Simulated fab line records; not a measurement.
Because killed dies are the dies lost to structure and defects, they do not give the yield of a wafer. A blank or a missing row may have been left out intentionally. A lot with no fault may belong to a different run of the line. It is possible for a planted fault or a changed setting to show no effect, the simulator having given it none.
Which tool is to blame? / flow rit cmos / Sampling: 14 lots, 42 wafers, 2 of 202 route steps

== WHAT THE GAUGES SHOWED, per wafer ==
Not one reading of a measure or inspect step in the record can be checked against a usual standard deviation.

== TOOL THAT RAN EACH LOT (tool first, then ch and the chambers of the sampled wafers, then the start) ==
lot=L786; RIT_ACTIVE_CLEAN_15=wet bench-01 ch 1, day 1 15:16; RIT_M1_PROBE_99=-
lot=L787; RIT_ACTIVE_CLEAN_15=wet bench-02 ch 3, day 1 20:42; RIT_M1_PROBE_99=-
lot=L791; RIT_ACTIVE_CLEAN_15=wet bench-02 ch 2, day 2 16:24; RIT_M1_PROBE_99=prober-02, day 4 17:38
lot=L793; RIT_ACTIVE_CLEAN_15=wet bench-03 ch 3, day 3 02:24; RIT_M1_PROBE_99=-
lot=L795; RIT_ACTIVE_CLEAN_15=wet bench-02 ch 0, day 3 17:45; RIT_M1_PROBE_99=-
lot=L797; RIT_ACTIVE_CLEAN_15=wet bench-01 ch 1, day 3 22:08; RIT_M1_PROBE_99=prober-02, day 6 00:34
lot=L798; RIT_ACTIVE_CLEAN_15=wet bench-01 ch 3, day 4 04:41; RIT_M1_PROBE_99=-
lot=L802; RIT_ACTIVE_CLEAN_15=wet bench-01 ch 3, day 5 00:01; RIT_M1_PROBE_99=prober-02, day 7 06:24
lot=L803; RIT_ACTIVE_CLEAN_15=wet bench-02 ch 3, day 5 04:08; RIT_M1_PROBE_99=-
lot=L804; RIT_ACTIVE_CLEAN_15=wet bench-01 ch 3, day 5 10:11; RIT_M1_PROBE_99=-
lot=L805; RIT_ACTIVE_CLEAN_15=wet bench-02 ch 0, day 5 16:22; RIT_M1_PROBE_99=-
lot=L806; RIT_ACTIVE_CLEAN_15=wet bench-02 ch 3, day 5 21:46; RIT_M1_PROBE_99=-
lot=L807; RIT_ACTIVE_CLEAN_15=wet bench-02 ch 2, day 6 01:48; RIT_M1_PROBE_99=-
lot=L809; RIT_ACTIVE_CLEAN_15=wet bench-02 ch 2, day 6 10:16; RIT_M1_PROBE_99=-
- RIT_ACTIVE_CLEAN_15: cleans in SC1, time 600 s.
- RIT_M1_PROBE_99

== AS READ BY THE TOOLS THEMSELVES (means over the sampled wafers that have a number; for cases with no such wafer, the mark the record gives instead) ==
RIT_ACTIVE_CLEAN_15.
lot=L786; tool=wet bench-01; bath guard temp C (C)=75.4; bath heat duty pct (%)=15.6
lot=L787; tool=wet bench-02; bath guard temp C (C)=74.6; bath heat duty pct (%)=14.3
lot=L791; tool=wet bench-02; bath guard temp C (C)=74.4; bath heat duty pct (%)=13.4
lot=L793; tool=wet bench-03; bath guard temp C (C)=76.2; bath heat duty pct (%)=16.9
lot=L795; tool=wet bench-02; bath guard temp C (C)=74.9; bath heat duty pct (%)=15.5
lot=L797; tool=wet bench-01; bath guard temp C (C)=-; bath heat duty pct (%)=-
lot=L798; tool=wet bench-01; bath guard temp C (C)=-; bath heat duty pct (%)=-
lot=L802; tool=wet bench-01; bath guard temp C (C)=75.7; bath heat duty pct (%)=16.0
lot=L803; tool=wet bench-02; bath guard temp C (C)=74.5; bath heat duty pct (%)=14.2
lot=L804; tool=wet bench-01; bath guard temp C (C)=75.7; bath heat duty pct (%)=15.4
lot=L805; tool=wet bench-02; bath guard temp C (C)=75.0; bath heat duty pct (%)=15.1
lot=L806; tool=wet bench-02; bath guard temp C (C)=74.4; bath heat duty pct (%)=13.8
lot=L807; tool=wet bench-02; bath guard temp C (C)=74.5; bath heat duty pct (%)=12.4
lot=L809; tool=wet bench-02; bath guard temp C (C)=74.4; bath heat duty pct (%)=12.6

RIT_M1_PROBE_99.
lot=L791; tool=prober-02; killed at contacts=0.0; killed at front end=5; killed dies=5; killed open=1.7; killed short=3.3
lot=L797; tool=prober-02; killed at contacts=0.0; killed at front end=9; killed dies=9; killed open=4.3; killed short=4.7
lot=L802; tool=prober-02; killed at contacts=0.0; killed at front end=4; killed dies=4; killed open=2.3; killed short=2.0

== THE ANSWER, worked out from the rows above alone ==
Rule: usual is defined by the lots themselves. The widest of any qualifying gaps counts: lots, ordered by their means at a reading, are off when they make up no more than a third of the lots, leave a main group of 4 or more, and stand apart from it by 3 or more times the standard deviation of that group's means. A main group whose means are all the same, to the digits that the tables above print for the reading, isn't used. Also off: a lot with no number at a reading for which 4 or more lots have one. The other lots that the step has rows for count as sound. First the gauges in route order, then the tools' own readings, where a lot's mean is used as printed above. At the first step where some lot is off, the reading lying furthest off is the one used; lots without a number count as furthest.
Off at RIT_ACTIVE_CLEAN_15 (bath guard temp C): L797, L798. Without a number there: L797, L798. The main group has a mean of 75.0 C with a standard deviation of 0.6.
A tool fits if, at that step or a process step before it, it ran every lot that is off, and no sound lot after the first of them. Of those tried, none fits.

== WHAT HAD BEEN PUT IN BY THE SIMULATOR ==
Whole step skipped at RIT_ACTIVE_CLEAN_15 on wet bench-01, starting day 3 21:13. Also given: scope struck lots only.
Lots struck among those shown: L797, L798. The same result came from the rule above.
